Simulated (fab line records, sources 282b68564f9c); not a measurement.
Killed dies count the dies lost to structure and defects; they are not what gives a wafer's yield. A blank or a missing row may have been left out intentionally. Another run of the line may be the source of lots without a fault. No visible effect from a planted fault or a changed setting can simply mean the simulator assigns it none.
One fault through the eyes of 2 desks ; flow rit-cmos ; each desk has only its own numbers; what lay behind them comes last

THE METROLOGY DESK
What the gauges read for every lot (on any tool): the sampled wafers with a number, averaged. If a lot's mean is further than 4 standard deviations from the usual mean, the lot is out of limits and carries the mark OUT (the distance appears in the brackets).
Columns: A = INCOMING_BOW at RIT_ACTIVE_BOW_MEAS_00, usual 0 um; B = PSD_TW at RIT_PSD_TW_MEAS_10, usual 3433
lot;first seen here;A;B
L311;day 1 10:00;-1;3474
L312;day 1 15:00;4;3458
L314;day 2 01:01;4;3442
L315;day 2 06:00;-7;3470
L316;day 2 11:00;0;3372
L317;day 2 16:00;-3;3365
L321;day 3 12:01;1;3457
L324;day 4 03:01;-2;3458
L326;day 4 13:00;5;3472
L328;day 4 23:02;2;3462
L329;day 5 04:01;-2;3345
L332;day 5 19:01;0;3494
L333;day 6 00:00;1;3478
Finding of this desk: none of the 13 lots has anything out of limits.

THE TOOL OWNER'S DESK: rie-diel-03
The tool's own readings at RIT_ACTIVE_ETCH_13 (etches Si3N4 in SF6, stops on SiO2, time 210 s, target depth 210 nm): means of the sampled wafers that have a number, for each lot that ran on this tool. If a lot's mean is further than 4 standard deviations from the usual mean, the lot is out of limits and carries the mark OUT (the distance appears in the brackets).
Columns: A = chamber-pressure-mTorr at RIT_ACTIVE_ETCH_13, usual 260.01 mTorr; B = drypump-motor-current-A at RIT_ACTIVE_ETCH_13, usual 5.7 A; C = oes-product-au at RIT_ACTIVE_ETCH_13, usual 0.816 a.u.; D = throttle-valve-pct at RIT_ACTIVE_ETCH_13, usual 7.46 %
lot;first seen here;A;B;C;D
L312;day 1 19:43;260.36;6.0;0.822;7.43
L315;day 2 11:38;259.85;5.9;0.822;7.42
L324;day 4 09:30;216.85 (-99 or more) OUT;5.9;0.821;7.42
Finding of this desk: L324 out of limits; the first was L324 at day 4 09:30, on chamber-pressure-mTorr at RIT_ACTIVE_ETCH_13. L312, L315 stayed within limits.

ALL TOGETHER
The tool owner's desk could have raised an alarm at day 4 09:30, on L324.
Nothing out of limits was seen by the metrology desk.
The metrology desk has L324 on record, within its limits.
On rie-diel-03, each named lot ran RIT_ACTIVE_ETCH_13.

WHAT WAS PUT IN BY THE SIMULATOR
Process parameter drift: rie-diel-03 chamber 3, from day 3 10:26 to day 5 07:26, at RIT_ACTIVE_ETCH_13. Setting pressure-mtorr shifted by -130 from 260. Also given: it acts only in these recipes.
Shown lots that were struck: L324.
Each desk's first reading out of limits, in hours after the fault started: the tool owner's desk, 23.
